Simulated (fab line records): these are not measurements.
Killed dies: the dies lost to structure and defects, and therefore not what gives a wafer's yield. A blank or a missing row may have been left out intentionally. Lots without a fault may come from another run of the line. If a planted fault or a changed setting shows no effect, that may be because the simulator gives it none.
Problem report in the 8D (eight disciplines) form, filled by code -- flow rit_cmos -- the parts of the form that need people (team, actions taken, sign-off) are left out

== 1. THE ISSUE ==
Mean NSD_TW at RIT_NSD_TW_MEAS_10: 3259 over 6 wafers in 2 lots; fault-free wafers: 3137, standard deviation 13. Measured from the usual mean, that is +9.4 standard deviations.
The first sign was on wafer L698.2 at day 7 05:22, on film_metro-02. The record holds 42 wafers of 14 lots with a number at this step. The rule behind "out" and "out of limits": a value lying over 4 standard deviations away from the usual mean. The rest of the wafers with a number are treated as sound.

== 2. WHAT IT IS, AND WHAT IT ISN'T ==
question,is,is not
which readings at this step,NSD_TW,-
which lots,"L698, L702","L681, L682, L683, L684, L685, L686, L689, L690, L691, L692, L695, L701"
which wafers of those lots,all that have a number,-
read on which gauges,film_metro-02,"film_metro-03, film_metro-04"
when,from day 7 05:22,up to then (33 sound wafers); but 3 sound wafers of L701 came after

== 3. THE SUSPECTS, EACH WITH WHAT RULES IT OUT ==
Counting: a tool stays on the suspect list if, at a process step up to the reading, it processed all lots that are out and no sound lot following the first of them.
- the gauge at RIT_NSD_TW_MEAS_10: ruled out. All the wafers that are out were read on film_metro-02, but those of them that RIT_NSD_IMPLANT_08 has rows for are out there too, on other tools.
- implanter-02 at RIT_NSD_IMPLANT_08: kept. Every lot that is out went through it, starting with L698 (day 7 05:04), and after that it ran no sound lot; the last sound lot it ran before then is L691 (day 5 16:37). Out on those wafers are its own readings of beam_energy_keV.
The count leaves implanter-02 at RIT_NSD_IMPLANT_08.

== 4. THE CAUSE (what the simulator had put in) ==
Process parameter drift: implanter-02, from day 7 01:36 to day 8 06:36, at RIT_NSD_IMPLANT_08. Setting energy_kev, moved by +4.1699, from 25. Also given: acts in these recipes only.
This tool alone remained once counting was done.

== 5. THE EFFECT CHAIN, in route order ==
Each row: a reading where the mean over the struck wafers with a number is more than 3 standard deviations away from the usual. Readings are gone through only where the record gives a usual standard deviation; hours: the median, over the lots, of the time from a lot's start at the first step in this table giving one to that lot's start at this step; sigmas: the change measured in usual standard deviations.
hours,step,reading,usual,on struck wafers,change,sigmas
0,RIT_NSD_IMPLANT_08,beam_energy_keV,25.001,29.175,+4.174,+99 or more
0,RIT_NSD_TW_MEAS_10,NSD_TW,3137,3259,+122,+9.4
2,RIT_SDANNEAL_RS_MEAS_05,NSD_RS,84.5 ohm/sq,82.7,-1.8,-5.5
Here are the process steps it includes:
- RIT_NSD_IMPLANT_08

== 6. HOW IT WOULD HAVE BEEN CAUGHT EARLIER ==
Counted from the fault's start at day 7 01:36, it took 4 hours until the first out-of-limits reading at a measuring or inspecting step in this record, taken at day 7 05:22.
The tool's own readings at RIT_NSD_IMPLANT_08 were out on every struck wafer that the step has a row for (beam_energy_keV): an alarm limit on them would have fired on the first of those.
Lots out: 2; of these, L702 started RIT_NSD_IMPLANT_08 on implanter-02 after day 7 05:22. A tool hold placed at that time would have kept it from harm.
